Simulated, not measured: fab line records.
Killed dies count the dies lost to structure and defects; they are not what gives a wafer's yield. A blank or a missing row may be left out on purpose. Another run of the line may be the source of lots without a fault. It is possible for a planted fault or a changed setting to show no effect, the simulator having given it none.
One fault seen from 2 desks || flow rit_cmos || what lay behind the numbers comes last; until then each desk has only its own

## THE TOOL OWNER'S DESK: pecvd-03
The tool's own readings at RIT_CONTACT_CVD_00 (deposits SiO2 from TEOS, target thk 400 nm, time 61 s): means of the sampled wafers that have a number, for each lot that ran on this tool. Any lot whose mean is over 4 standard deviations away from the usual mean is out of limits and marked OUT; that distance is given in the brackets.
Columns: A = heater_power_w at RIT_CONTACT_CVD_00, usual 352 W
{"lot": "L629", "first seen here": "day 3 08:40", "A": 307}
{"lot": "L632", "first seen here": "day 4 00:17", "A": 270}
{"lot": "L635", "first seen here": "day 4 16:06", "A": 301}
{"lot": "L638", "first seen here": "day 5 06:06", "A": 337}
{"lot": "L641", "first seen here": "day 5 20:13", "A": 273}
{"lot": "L647", "first seen here": "day 7 02:28", "A": 303}
{"lot": "L650", "first seen here": "day 7 15:33", "A": 317}
Result from this desk: across the 7 lots, nothing is out of limits.

## FROM THE METROLOGY DESK
Means of the sampled wafers that have a number, per lot and without regard to the tool the lot ran on: this is what the gauges read. Any lot whose mean is over 4 standard deviations away from the usual mean is out of limits and marked OUT; that distance is given in the brackets.
Columns: A = PSD_OVL at RIT_PSD_OVL_MEAS_06, usual 1.2 nm; B = CONTACT_TEOS_THK at RIT_CONTACT_THK_MEAS_01, usual 401 nm
{"lot": "L629", "first seen here": "day 3 06:40", "A": -0.6, "B": 403}
{"lot": "L631", "first seen here": "day 3 15:51", "A": 0.4, "B": 402}
{"lot": "L632", "first seen here": "day 3 22:17", "A": 2.2, "B": 404}
{"lot": "L633", "first seen here": "day 4 02:52", "A": -0.4, "B": 400}
{"lot": "L635", "first seen here": "day 4 14:07", "A": 0.7, "B": 404}
{"lot": "L636", "first seen here": "day 4 20:47", "A": -0.7, "B": 399}
{"lot": "L637", "first seen here": "day 5 00:45", "A": -0.3, "B": 400}
{"lot": "L638", "first seen here": "day 5 04:07", "A": 1.8, "B": 400}
{"lot": "L640", "first seen here": "day 5 13:25", "A": 1.8, "B": 397}
{"lot": "L641", "first seen here": "day 5 18:14", "A": 1.6, "B": 406}
{"lot": "L647", "first seen here": "day 7 00:29", "A": 2.8, "B": 420}
{"lot": "L650", "first seen here": "day 7 13:34", "A": -0.0, "B": 421}
{"lot": "L651", "first seen here": "day 7 17:36", "A": 4.3, "B": 399}
{"lot": "L652", "first seen here": "day 8 00:40", "A": 1.4, "B": 402}
Result from this desk: across the 14 lots, nothing is out of limits.

## PUT TOGETHER
The desk of the tool owner found nothing out of limits.
The metrology desk saw nothing out of limits.

## WHAT THE SIMULATOR PUT IN
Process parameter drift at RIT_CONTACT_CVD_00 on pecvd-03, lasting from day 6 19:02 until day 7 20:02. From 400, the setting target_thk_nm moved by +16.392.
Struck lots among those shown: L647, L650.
